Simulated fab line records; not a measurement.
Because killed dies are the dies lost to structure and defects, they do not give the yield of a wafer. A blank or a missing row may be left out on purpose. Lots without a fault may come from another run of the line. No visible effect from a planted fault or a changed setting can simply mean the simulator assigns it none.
One fault seen from 2 desks | flow rit_cmos | what lay behind the numbers comes last; until then each desk has only its own

## THE TOOL OWNER'S DESK: iline_stepper-01
The tool's own readings at RIT_CONTACT_EXPOSE_05 (exposes mask M11, target cd 1000 nm): means of the sampled wafers that have a number, for each lot that ran on this tool. Any lot whose mean is over 4 standard deviations away from the usual mean is out of limits and marked OUT; that distance is given in the brackets.
Columns: A = exposure_dose_mJ_cm2 at RIT_CONTACT_EXPOSE_05, usual 249.82
lot  | first seen here | A
L576 | day 3 07:33     | 249.66
L577 | day 3 10:05     | 249.50
L578 | day 3 19:22     | 249.61
L579 | day 3 22:17     | 250.04
L580 | day 4 01:59     | 249.84
L581 | day 4 06:07     | 249.84
L587 | day 5 12:31     | 249.48
L588 | day 5 19:59     | 250.03
L592 | day 6 14:58     | 246.97 (-13) OUT
Finding of this desk: L592 out of limits; the first was L592 at day 6 14:58, on exposure_dose_mJ_cm2 at RIT_CONTACT_EXPOSE_05. L576, L577, L578, L579, L580, L581, L587, L588: within limits.

## AT THE METROLOGY DESK
What the gauges read for every lot (on any tool): the sampled wafers with a number, averaged. Any lot whose mean is over 4 standard deviations away from the usual mean is out of limits and marked OUT; that distance is given in the brackets.
Columns: A = cd_nm at RIT_CONTACT_CD_MEAS_08, usual 999.4 nm; B = M1_BOW at RIT_M1_BOW_MEAS_16, usual 17 um
lot  | first seen here | A                 | B
L576 | day 3 08:04     | 996.2             | 15
L577 | day 3 10:44     | 999.6             | 21
L578 | day 3 19:53     | 998.3             | 21
L579 | day 3 22:49     | 1001.2            | 16
L580 | day 4 02:38     | 1000.6            | 22
L581 | day 4 06:45     | 1000.8            | 22
L583 | day 4 15:12     | 997.2             | 21
L585 | day 5 07:54     | 999.7             | 19
L586 | day 5 10:43     | 1000.2            | 14
L587 | day 5 13:01     | 1001.5            | 11
L588 | day 5 20:29     | 998.7             | 16
L592 | day 6 15:29     | 1017.3 (+8.2) OUT | 22
L599 | day 8 05:10     | 998.0             | 22
Finding of this desk: L592 out of limits; the first was L592 at day 6 15:29, on cd_nm at RIT_CONTACT_CD_MEAS_08. L576, L577, L578, L579, L580, L581, L583, L585, L586, L587, L588, L599: within limits.

## BROUGHT TOGETHER
The tool owner's desk had the chance to raise an alarm at day 6 14:58 on L592.
An alarm was possible from the metrology desk at day 6 15:29, on L592.
Of the lots named, all ran RIT_CONTACT_EXPOSE_05 on iline_stepper-01.

## WHAT THE SIMULATOR HAD INSERTED
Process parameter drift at RIT_CONTACT_EXPOSE_05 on iline_stepper-01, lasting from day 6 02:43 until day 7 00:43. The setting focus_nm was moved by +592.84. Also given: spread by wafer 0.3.
Struck lots among those shown: L592.
Counting hours from when the fault started, the first reading out of limits came at 12 for the tool owner's desk and at 13 for the metrology desk.
